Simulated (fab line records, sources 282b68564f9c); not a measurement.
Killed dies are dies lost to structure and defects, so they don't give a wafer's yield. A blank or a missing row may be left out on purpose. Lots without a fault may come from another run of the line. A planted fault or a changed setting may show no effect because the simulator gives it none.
fab line records | flow rit_cmos
record lots=6 wafers=18 last_day=7
route steps=202 shown SPACER@127 NSD@131 PSD@142 SDANNEAL@153 PLDD@159 M1@202
lots that met no fault: from a run of the same line without faults
start_h: hours from the record's first day to the start of the lot's first wafer shown | wait_h: hours since the lot's step before | " the same as in the row above | L1.1+2: a row that stands for several wafers | - no value, or no start given | * or withheld: withheld | < > ~ a bound
route shown NAME@n: a module of which the file shows steps, and the number in the route of the first | usual: mean/standard deviation of fault-free wafers | same: alike in all rows | chamber/n: place in a boat | sites: the reading at each site | _std_site: their standard deviation | _edge_site: outer sites' mean less inner sites' | radius_mm: how far each site lies from the wafer's centre | mask NAME#n: copy n | behind: the tool/chamber that last shaped the wafer | hold: why the lot was held/for how many hours/how that ended | device: the transistor (n, p or np) that didn't switch | end of line: the same wafers' tests at the end of the route | a step without rows: its recipe alone | killed: dies lost to structure and defects at the first sort, not the wafer's yield | map: a wafer's dies, x killed, . not, _ none there
set.NAME: the setting as run; set.NAME@STEP: as run at that earlier step | model.NAME: the simulator's own value behind a step, which no gauge read
lots at some steps of the route; a table a step, a row a wafer
services: from which hour (start_h, from the record's first day; less than 0 if before it) a tool's chamber was out of use, for how many hours, and why
## steps
# step RIT_SPACER_CLEAN_02
# recipe chemistry=SC2 mix=3:3:50 time_s=600 temp_c=75 dry=n2_spin
# step RIT_SPACER_CVD_03
# recipe material=Si3N4 target_thk_nm=250 temp_c=810 precursor=SiH2Cl2/NH3 time_s=3300 pressure_mtorr=300 sih2cl2_flow_sccm=60 nh3_flow_sccm=150
# step RIT_SPACER_THK_MEAS_04
# recipe reads=Si3N4_of_SPACER_CVD_03
# usual SPACER_NITRIDE_THK=248.9/2.5
# columns lot.wafer tool chamber start_h wait_h SPACER_NITRIDE_THK[nm]
L412.2 film_metro-01 - 60.80 0.0 250.7
L412.3 " - " " 251.5
L412.4 " - " " 251.8
L415.4 film_metro-04 - 77.12 0.0 247.1
L415.5 " - " " 247.4
L415.6 " - " " 247.7
L421.1 film_metro-04 - 105.22 0.0 251.4
L421.3 " - " " 248.0
L421.6 " - " " 249.8
L422.2 film_metro-02 - 111.86 0.0 248.5
L422.3 " - " " 249.5
L422.4 " - " " 247.9
L429.3 film_metro-01 - 145.45 0.0 244.4
L429.4 " - " " 247.0
L429.5 " - " " 246.8
L430.2 film_metro-02 - 151.43 0.0 246.4
L430.4 " - " " 246.2
L430.5 " - " " 249.0
# step RIT_SPACER_ETCHBACK_05
# recipe target_depth_a=2500 SF6_flow_sccm=30 CHF3_flow_sccm=30 target=Si3N4 chemistry=SF6/CHF3 pressure_mtorr=40 rf_w=250 time_s=240 stop_on=SiO2
# usual drypump_motor_current_A=5.9/0.51 oes_product_au=0.838/0.018 throttle_valve_pct=10.24/0.13
# columns lot.wafer tool chamber start_h wait_h drypump_motor_current_A oes_product_au rf_hours_counter_h throttle_valve_pct
L412.2 rie_diel-01 0 60.85 0.0 5.7 0.870 129 10.18
L412.3 " 2 " " 6.6 0.846 52 10.16
L412.4 " 0 " " 5.7 0.873 - 10.19
L415.4 rie_diel-03 1 77.15 0.0 5.7 0.839 3 10.32
L415.5 " 3 " " 6.2 0.811 - 10.34
L415.6 " 0 " " 4.9 0.858 - 10.13
L421.1 rie_diel-04 3 105.28 0.1 5.9 0.829 85 10.40
L421.3 " 1 " " 6.4 0.826 19 10.14
L421.6 " 1 " " 6.4 0.828 - 10.15
L422.2 rie_diel-01 2 111.91 0.0 6.6 0.843 53 10.16
L422.3 " 3 " " 4.7 0.814 36 10.20
L422.4 " 1 " " 6.1 0.836 0 10.34
L429.3 rie_diel-03 3 145.49 0.0 6.2 0.808 141 10.34
L429.4 " 3 " " 6.2 0.812 - 10.34
L429.5 " 1 " " 5.7 0.843 - 10.31
L430.2 rie_diel-01 2 151.48 0.0 6.6 0.830 54 10.17
L430.4 " 0 " " 5.8 0.858 131 10.16
L430.5 " 2 " " 6.6 0.849 - 10.16
# step RIT_NSD_HMDS_00
# recipe prime_time_s=60 prime_temp_c=140
# step RIT_NSD_COAT_01
# recipe resist=NOVOLAK spin_rpm=3250 resist_thk_nm=1000
# step RIT_NSD_SOFTBAKE_02
# recipe resist=NOVOLAK temp_c=90 time_s=60
# step RIT_NSD_EXPOSE_03
# recipe mask_id=M9 na=0.57 target_cd_nm=40700 dose_mj=250
# step RIT_NSD_PEB_04
# recipe resist=NOVOLAK temp_c=withheld time_s=withheld
# step RIT_NSD_DEVELOP_05
# recipe resist=NOVOLAK develop_time_s=50 dev_temp_c=23
# step RIT_NSD_OVL_MEAS_06
# usual NSD_OVL=-0.7/1.6
# columns lot.wafer tool chamber start_h wait_h NSD_OVL[nm]
L412.2 overlay-02 - 61.90 - -2.5
L412.3 " - " " -1.1
L412.4 " - " " -0.6
L415.4 overlay-01 - 78.16 - -2.1
L415.5 " - " " -1.6
L415.6 " - " " -2.4
L421.1 overlay-02 - 106.58 - 0.0
L421.3 " - " " 0.9
L421.6 " - " " 1.2
L422.2 overlay-01 - 113.04 - -2.3
L422.3 " - " " -2.6
L422.4 " - " " -2.0
L429.3 overlay-01 - 146.78 - 0.2
L429.4 " - " " 0.6
L429.5 " - " " -0.4
L430.2 overlay-02 - 152.49 - -0.2
L430.4 " - " " -0.4
L430.5 " - " " -1.1
# step RIT_NSD_HARDBAKE_07
# recipe resist=NOVOLAK temp_c=140 time_s=60
# step RIT_NSD_IMPLANT_08
# recipe species=P energy_kev=25 dose_cm2=1.02e+15 tilt_deg=7
# usual beam_energy_keV=25.000/0.0091
# columns lot.wafer tool chamber start_h wait_h beam_energy_keV model.implant.rp_nm model.implant.drp_nm
L412.2 implanter-01 0 62.10 0.1 24.992 33.51 14.84
L412.3 " 0 " " 25.002 33.51 14.84
L412.4 " 0 " " 24.989 33.51 14.84
L415.4 implanter-02 0 78.41 0.1 24.997 32.7 14.84
L415.5 " 0 " " 24.994 32.7 14.84
L415.6 " 0 " " 25.020 32.7 14.84
L421.1 implanter-02 0 106.77 0.1 17.501 25.21 11.96
L421.3 " 0 " " 17.495 25.21 11.96
L421.6 " 0 " " 17.498 25.21 11.96
L422.2 implanter-02 0 113.24 0.1 17.505 26.04 11.96
L422.3 " 0 " " 17.501 26.04 11.96
L422.4 " 0 " " 17.486 26.04 11.96
L429.3 implanter-03 0 147.00 0.1 24.999 32.16 14.84
L429.4 " 0 " " 24.996 32.16 14.84
L429.5 " 0 " " 24.995 32.16 14.84
L430.2 implanter-03 0 152.69 0.1 25.001 32.9 14.84
L430.4 " 0 " " 24.986 32.9 14.84
L430.5 " 0 " " 24.991 32.9 14.84
# step RIT_NSD_STRIP_09
# recipe chemistry=O2 time_s=180 resist=NOVOLAK platen_temp_c=withheld power_w=500 pressure_mtorr=4000 o2_flow_sccm=4000
# usual drypump_motor_current_A=5.9/0.44
# columns lot.wafer tool chamber start_h wait_h drypump_motor_current_A rf_hours_counter_h
L412.2 plasma_asher-01 1 62.23 0.1 5.2 43
L412.3 " 0 " " 6.5 -
L412.4 " 1 " " 5.2 -
L415.4 plasma_asher-01 1 78.54 0.1 5.2 -
L415.5 " 1 " " 5.2 -
L415.6 " 0 " " 6.5 -
L421.1 plasma_asher-04 1 106.92 0.1 6.4 44
L421.3 " 0 " " 5.8 -
L421.6 " 1 " " 6.3 -
L422.2 plasma_asher-04 1 113.37 0.1 6.4 45
L422.3 " 1 " " 6.4 -
L422.4 " 0 " " 5.9 -
L429.3 plasma_asher-01 1 147.16 0.1 5.1 -
L429.4 " 0 " " 6.5 -
L429.5 " 0 " " 6.5 -
L430.2 plasma_asher-04 0 152.82 0.1 5.8 49
L430.4 " 0 " " 5.9 -
L430.5 " 1 " " 6.4 -
# step RIT_NSD_TW_MEAS_10
# usual NSD_TW=3149/21
# columns lot.wafer tool chamber start_h wait_h NSD_TW
L412.2 film_metro-04 - 62.41 0.1 3155
L412.3 " - " " 3148
L412.4 " - " " 3151
L415.4 film_metro-02 - 78.69 0.1 3135
L415.5 " - " " 3143
L415.6 " - " " 3144
L421.1 film_metro-02 - 107.09 0.1 2851
L421.3 " - " " 2830
L421.6 " - " " 2840
L422.2 film_metro-04 - 113.55 0.1 2884
L422.3 " - " " 2867
L422.4 " - " " 2873
L429.3 film_metro-04 - 147.30 0.1 3152
L429.4 " - " " 3161
L429.5 " - " " 3156
L430.2 film_metro-03 - 153.00 0.1 3177
L430.4 " - " " 3193
L430.5 " - " " 3164
# step RIT_PSD_HMDS_00
# recipe prime_time_s=60 prime_temp_c=140
# step RIT_PSD_COAT_01
# recipe resist=NOVOLAK spin_rpm=3250 resist_thk_nm=1000
# step RIT_PSD_SOFTBAKE_02
# recipe resist=NOVOLAK temp_c=90 time_s=60
# step RIT_PSD_EXPOSE_03
# recipe mask_id=M10 na=0.57 target_cd_nm=40900 dose_mj=250
# step RIT_PSD_PEB_04
# recipe resist=NOVOLAK temp_c=withheld time_s=withheld
# step RIT_PSD_DEVELOP_05
# recipe resist=NOVOLAK develop_time_s=50 dev_temp_c=23
# step RIT_PSD_OVL_MEAS_06
# usual PSD_OVL=0.9/1.1
# columns lot.wafer tool chamber start_h wait_h PSD_OVL[nm]
L412.2 overlay-01 - 63.44 - -0.7
L412.3 " - " " -0.2
L412.4 " - " " -1.5
L415.4 overlay-02 - 79.59 - 0.4
L415.5 " - " " 0.9
L415.6 " - " " 1.4
L421.1 overlay-01 - 108.13 - 1.1
L421.3 " - " " 0.1
L421.6 " - " " 2.0
L422.2 overlay-01 - 114.58 - 1.4
L422.3 " - " " 1.6
L422.4 " - " " 1.3
L429.3 overlay-01 - 148.33 - -0.1
L429.4 " - " " 1.5
L429.5 " - " " 1.2
L430.2 overlay-02 - 154.03 - 0.8
L430.4 " - " " 1.6
L430.5 " - " " 0.9
# step RIT_PSD_HARDBAKE_07
# recipe resist=NOVOLAK temp_c=140 time_s=60
# step RIT_PSD_IMPLANT_08
# recipe species=BF2 energy_kev=27 dose_cm2=4.949e+15 tilt_deg=7
# step RIT_PSD_STRIP_09
# recipe chemistry=O2 time_s=180 resist=NOVOLAK platen_temp_c=withheld power_w=500 pressure_mtorr=4000 o2_flow_sccm=4000
# usual drypump_motor_current_A=5.9/0.52
# columns lot.wafer tool chamber start_h wait_h drypump_motor_current_A rf_hours_counter_h
L412.2 plasma_asher-04 0 63.77 0.1 5.8 39
L412.3 " 1 " " 6.3 -
L412.4 " 0 " " 5.9 -
L415.4 plasma_asher-04 1 79.96 0.1 6.4 -
L415.5 " 1 " " 6.4 -
L415.6 " 0 " " 5.9 -
L421.1 plasma_asher-04 0 108.46 0.1 5.9 44
L421.3 " 1 " " 6.4 -
L421.6 " 1 " " 6.3 -
L422.2 plasma_asher-04 0 114.91 0.1 5.9 45
L422.3 " 1 " " 6.4 -
L422.4 " 0 " " 5.8 -
L429.3 plasma_asher-04 1 148.71 0.1 6.3 -
L429.4 " 0 " " 5.8 -
L429.5 " 0 " " 5.8 -
L430.2 plasma_asher-04 1 154.36 0.1 6.3 49
L430.4 " 1 " " 6.4 -
L430.5 " 0 " " 5.8 -
# step RIT_PSD_TW_MEAS_10
# usual PSD_TW=3441/22
# columns lot.wafer tool chamber start_h wait_h PSD_TW
L412.2 film_metro-04 - 63.96 0.1 3464
L412.3 " - " " 3450
L412.4 " - " " 3457
L415.4 film_metro-03 - 80.11 0.1 3459
L415.5 " - " " 3443
L415.6 " - " " 3424
L421.1 film_metro-04 - 108.64 0.1 3442
L421.3 " - " " 3434
L421.6 " - " " 3443
L422.2 film_metro-03 - 115.10 0.1 3462
L422.3 " - " " 3445
L422.4 " - " " 3460
L429.3 film_metro-03 - 148.84 0.1 3464
L429.4 " - " " 3465
L429.5 " - " " 3474
L430.2 film_metro-02 - 154.55 0.1 3423
L430.4 " - " " 3414
L430.5 " - " " 3408
# step RIT_SDANNEAL_CLEAN_00
# recipe chemistry=SC1 mix=3:3:50 time_s=600 temp_c=75
# step RIT_SDANNEAL_CLEAN_01
# recipe chemistry=dHF dilution=50:1 time_s=30
# step RIT_SDANNEAL_CLEAN_02
# recipe chemistry=SC2 mix=3:3:50 time_s=600 temp_c=75 dry=n2_spin
# step RIT_SDANNEAL_RTA_03
# recipe temp_c=1050 time_s=5 idle_temp_c=600 ramp_up_c_per_s=342 ramp_down_c_per_s=171 cool_to_c=600 ambient=N2
# usual ramp_down_c_per_s=171.00/0.032 wafer_temp_C_max=1053.5/1.1
# columns lot.wafer tool chamber start_h wait_h ramp_down_c_per_s wafer_temp_C_max
L412.2 rtp_anneal-01 0 64.38 0.0 171.00 1053.0
L412.3 " 0 " " 170.99 1052.9
L412.4 " 0 " " 171.00 1054.2
L415.4 rtp_anneal-02 0 80.55 0.0 171.00 1053.8
L415.5 " 0 " " 170.92 1052.3
L415.6 " 0 " " 171.02 1053.2
L421.1 rtp_anneal-02 0 109.08 0.0 171.01 1053.0
L421.3 " 0 " " 170.98 1054.6
L421.6 " 0 " " 170.99 1054.4
L422.2 rtp_anneal-01 0 115.53 0.0 171.00 1055.1
L422.3 " 0 " " 170.97 1053.5
L422.4 " 0 " " 171.00 1054.0
L429.3 rtp_anneal-02 0 149.27 0.0 170.99 1052.6
L429.4 " 0 " " 170.98 1053.9
L429.5 " 0 " " 171.01 1055.4
L430.2 rtp_anneal-01 0 154.97 0.0 171.04 1053.6
L430.4 " 0 " " 171.00 1052.5
L430.5 " 0 " " 171.02 1052.1
# step RIT_SDANNEAL_RS_MEAS_04
# recipe thk_meas_gauge=four-point-probe
# usual PSD_RS=116.0/0.33
# columns lot.wafer tool chamber start_h wait_h PSD_RS[ohm/sq]
L412.2 film_metro-02 - 64.45 0.1 115.8
L412.3 " - " " 115.8
L412.4 " - " " 116.2
L415.4 film_metro-04 - 80.64 0.1 115.9
L415.5 " - " " 116.0
L415.6 " - " " 116.3
L421.1 film_metro-03 - 109.14 0.0 115.5
L421.3 " - " " 115.7
L421.6 " - " " 115.7
L422.2 film_metro-04 - 115.60 0.1 116.2
L422.3 " - " " 116.1
L422.4 " - " " 116.2
L429.3 film_metro-02 - 149.35 0.1 116.2
L429.4 " - " " 116.1
L429.5 " - " " 116.4
L430.2 film_metro-03 - 155.04 0.1 116.1
L430.4 " - " " 116.1
L430.5 " - " " 115.9
# step RIT_SDANNEAL_RS_MEAS_05
# recipe thk_meas_gauge=four-point-probe
# usual NSD_RS=83.29/0.26
# columns lot.wafer tool chamber start_h wait_h NSD_RS[ohm/sq]
L412.2 film_metro-02 - 64.57 0.1 82.90
L412.3 " - " " 83.07
L412.4 " - " " 83.11
L415.4 film_metro-04 - 80.76 0.1 83.80
L415.5 " - " " 83.87
L415.6 " - " " 83.54
L421.1 film_metro-03 - 109.26 0.1 86.20
L421.3 " - " " 86.29
L421.6 " - " " 86.16
L422.2 film_metro-04 - 115.72 0.1 86.10
L422.3 " - " " 86.39
L422.4 " - " " 86.39
L429.3 film_metro-02 - 149.47 0.1 82.89
L429.4 " - " " 82.83
L429.5 " - " " 83.26
L430.2 film_metro-03 - 155.16 0.1 83.02
L430.4 " - " " 82.74
L430.5 " - " " 82.94
# step RIT_SDANNEAL_RS_MEAS_06
# recipe thk_meas_gauge=four-point-probe
# usual PLDD_RS=179.6/0.46
# columns lot.wafer tool chamber start_h wait_h PLDD_RS[ohm/sq]
L412.2 film_metro-02 - 64.69 0.1 179.8
L412.3 " - " " 180.1
L412.4 " - " " 180.1
L415.4 film_metro-04 - 80.88 0.1 180.7
L415.5 " - " " 179.8
L415.6 " - " " 180.1
L421.1 film_metro-03 - 109.38 0.1 180.1
L421.3 " - " " 179.8
L421.6 " - " " 179.7
L422.2 film_metro-04 - 115.84 0.1 179.2
L422.3 " - " " 179.1
L422.4 " - " " 179.5
L429.3 film_metro-02 - 149.59 0.1 180.6
L429.4 " - " " 179.8
L429.5 " - " " 180.0
L430.2 film_metro-03 - 155.28 0.1 179.5
L430.4 " - " " 179.2
L430.5 " - " " 179.4
# step RIT_M1_PROBE_99
# usual killed_at_M0_to_M3=0.0/0.12 killed_at_front_end=7/3 killed_dies=7/3 killed_open=3.5/2 killed_short=3.4/2
# same gross_dies=264 killed_at_M4_up=0 killed_at_back_side=0 killed_at_contacts=0 killed_at_other=0
# columns lot.wafer tool chamber start_h wait_h killed_at_M0_to_M3 killed_at_front_end killed_dies killed_open killed_short model.etest.contact_nplus.end_ohm_um model.etest.nmos_0p15.junction_log10_a_um model.etest.nmos_narrow.off_log10_a_um model.etest.gate_end_array.leak_log10_a_um model.etest.nmos_0p3.off_log10_a_um model.etest.diode_nplus_comb.cj_ff_um2 model.etest.diode_nplus_pwell.cj_ff_um2
L412.2 prober-02 - 72.09 0.1 0 9 9 7 2 39.07 -13.52 -13.22 -12.93 -13.1 2.654 2.065
L412.3 prober-02 - 72.14 0.2 0 9 9 3 6 39.39 -13.52 -13.28 -12.8 -13.05 2.637 2.049
L412.4 prober-02 - 72.19 0.2 0 8 8 4 4 39.91 -13.49 -13.03 -12.76 -12.91 2.625 2.051
L415.4 prober-01 - 88.95 0.2 0 5 5 2 3 39.62 -13.59 -13.38 -13.13 -13.26 2.573 2.041
L415.5 prober-01 - 89.00 0.2 0 4 4 2 2 39.22 -13.49 -13.2 -12.91 -13.08 2.636 2.059
L415.6 prober-01 - 89.05 0.2 0 4 4 2 2 38.69 -13.71 -13.23 -12.84 -13.07 2.582 2.049
L421.1 prober-01 - 116.63 0.1 0 4 4 1 3 50.25 -13.11 -12.71 -12.82 -12.97 2.605 2.054
L421.3 prober-01 - 116.73 0.2 0 3 3 2 1 52.64 -13.04 -12.96 -12.74 -12.86 2.622 2.084
L421.6 prober-01 - 116.88 0.2 0 6 6 3 3 50.35 -13 -12.99 -12.82 -13.04 2.621 2.077
L422.2 prober-02 - 123.02 0.1 1 6 7 5 2 49.57 -13.13 -13.06 -12.6 -12.79 2.59 2.031
L422.3 prober-02 - 123.07 0.2 0 5 5 3 2 51.31 -13.18 -12.96 -12.7 -12.97 2.6 2.039
L422.4 prober-02 - 123.12 0.2 0 4 4 4 0 51.68 -13.24 -12.97 -13.06 -13.16 2.562 2.017
L429.3 prober-01 - 156.98 0.2 0 7 7 6 1 39.51 -13.6 -13.22 -13.01 -13.29 2.623 2.078
L429.4 prober-01 - 157.03 0.2 0 12 12 7 5 40.34 -13.59 -13.42 -12.86 -13.04 2.619 2.05
L429.5 prober-01 - 157.08 0.2 1 9 10 6 4 38.94 -13.46 -13.26 -12.99 -13.21 2.551 2.038
L430.2 prober-02 - 163.47 0.1 0 8 8 5 3 39.6 -13.63 -13.27 -12.9 -13.02 2.679 2.091
L430.4 prober-02 - 163.57 0.2 0 5 5 3 2 39.25 -13.53 -13.28 -13 -13.18 2.692 2.091
L430.5 prober-02 - 163.62 0.2 0 1 1 0 1 40.6 -13.61 -13.26 -12.99 -13.13 2.665 2.083
# killed by level:class
L412.2 REOX:geometric_particle:open=3 SPACER:geometric_particle:open=2 FOX2:geometric_particle:open=1 GATE:geometric_particle:short=1 GATE:geometric_particle:open=1 SPACER:geometric_particle:short=1
L412.3 FOX1:geometric_particle:short=3 SILICIDE:geometric_particle:short=2 GATE:geometric_particle:open=1 REOX:geometric_particle:open=1 REOX:geometric_particle:short=1 SPACER:geometric_particle:open=1
L412.4 FOX1:geometric_particle:short=1 GATE:geometric_particle:open=1 GATE:geometric_particle:short=1 REOX:geometric_particle:open=1 SPACER:geometric_particle:short=1 SPACER:geometric_particle:open=1 SILICIDE:geometric_particle:short=1 SILICIDE:geometric_particle:open=1
L415.4 FOX2:geometric_particle:open=1 FOX2:geometric_particle:short=1 REOX:geometric_particle:short=1 SILICIDE:geometric_particle:open=1 SILICIDE:geometric_particle:short=1
L415.5 FOX2:geometric_particle:short=1 GATE:geometric_particle:short=1 REOX:geometric_particle:open=1 SILICIDE:geometric_particle:open=1
L415.6 SILICIDE:geometric_particle:short=2 GATE:geometric_particle:open=1 REOX:geometric_particle:open=1
L421.1 FOX1:geometric_particle:short=1 GATE:geometric_particle:open=1 GATE:geometric_particle:short=1 SPACER:geometric_particle:short=1
L421.3 FOX1:geometric_particle:open=1 GATE:geometric_particle:open=1 SPACER:geometric_particle:short=1
L421.6 GATE:geometric_particle:short=2 GATE:geometric_particle:open=1 REOX:geometric_particle:short=1 SPACER:geometric_particle:open=1 SILICIDE:geometric_particle:open=1
L422.2 GATE:geometric_particle:open=2 GATE:geometric_particle:short=1 REOX:geometric_particle:open=1 SPACER:geometric_particle:open=1 SPACER:geometric_particle:short=1 M1:geometric_particle:open=1
L422.3 SPACER:geometric_particle:open=2 FOX2:geometric_particle:short=1 GATE:geometric_particle:open=1 REOX:geometric_particle:short=1
L422.4 SPACER:geometric_particle:open=2 FOX1:geometric_particle:open=1 REOX:geometric_particle:open=1
L429.3 GATE:geometric_particle:open=3 FOX1:geometric_particle:open=1 REOX:geometric_particle:open=1 SILICIDE:geometric_particle:open=1 STARTING-WAFER:geometric_particle:short=1
L429.4 GATE:geometric_particle:open=5 GATE:geometric_particle:short=4 FOX1:geometric_particle:open=1 SILICIDE:geometric_particle:short=1 SILICIDE:geometric_particle:open=1
L429.5 FOX1:geometric_particle:open=2 GATE:geometric_particle:open=2 REOX:geometric_particle:open=2 FOX1:geometric_particle:short=1 GATE:geometric_particle:short=1 SPACER:geometric_particle:short=1 M1:geometric_particle:short=1
L430.2 FOX1:geometric_particle:open=2 GATE:geometric_particle:open=2 GATE:geometric_particle:short=1 SPACER:geometric_particle:open=1 SILICIDE:geometric_particle:short=1 STARTING-WAFER:geometric_particle:short=1
L430.4 FOX1:geometric_particle:open=1 GATE:geometric_particle:open=1 REOX:geometric_particle:open=1 REOX:geometric_particle:short=1 SPACER:geometric_particle:short=1
L430.5 REOX:geometric_particle:short=1
## services
# columns tool chamber start_h hours kind
rie_diel-01 - 42.55 0.4 repair
implanter-03 - 53.75 17.6 repair
rie_diel-01 1 55.66 - clean
rie_diel-01 1 55.66 24.1 scheduled_down
rie_diel-01 1 55.66 24.1 vent_cycle
implanter-02 - 58.08 7.7 repair
rie_diel-01 3 63.31 4.3 repair
rie_diel-04 3 64.87 3.3 repair
implanter-01 - 77.66 3.2 repair
rie_diel-01 - 89.55 1.4 repair
implanter-01 - 92.37 6.4 repair
rie_diel-04 - 95.78 2.8 pm
rie_diel-01 1 97.98 8.9 repair
plasma_asher-01 - 108.75 9.0 pm
plasma_asher-01 0 108.75 9.0 vent_cycle
plasma_asher-01 1 108.75 9.0 vent_cycle
plasma_asher-01 0 117.75 - clean
plasma_asher-01 1 117.75 - clean
implanter-01 - 132.05 5.8 repair
implanter-01 - 137.83 3.9 pm
rie_diel-03 0 139.60 17.5 repair
implanter-03 - 149.07 3.3 pm
## key
first_sign step=RIT_NSD_IMPLANT_08 reading=beam_energy_keV direction=down sigmas=99+ usual=25.000 struck=17.498
effect step=RIT_NSD_TW_MEAS_10 reading=NSD_TW direction=down sigmas=14 usual=3149 struck=2857
effect step=RIT_SDANNEAL_RS_MEAS_05 reading=NSD_RS direction=up sigmas=11 usual=83.29 struck=86.25
model_effect step=RIT_NSD_IMPLANT_08 value=implant.rp_nm without=32.61 struck=25.63
model_effect step=RIT_M1_PROBE_99 value=etest.contact_nplus.end_ohm_um without=39.92 struck=50.97
met_at RIT_NSD_IMPLANT_08
struck_wafers L421.1,L421.3,L421.6,L422.2,L422.3,L422.4
tester_left_out L421,L422
onset_between 78.41 106.77
fault kind=process_parameter_drift tool=implanter-02 chamber=- onset_h=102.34 steps=RIT_NSD_IMPLANT_08 channel=energy_kev offset=-7.5 shape=step end_h=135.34 acts_in=these_recipes_only stated=25
# tester_left_out: of these lots the tester's yield and bins aren't shown, on N5 and GAA mostly nor the transistor test; their killed dies are dies lost to structure and defects alone, not to doping, threshold or leakage, so they don't give the yield
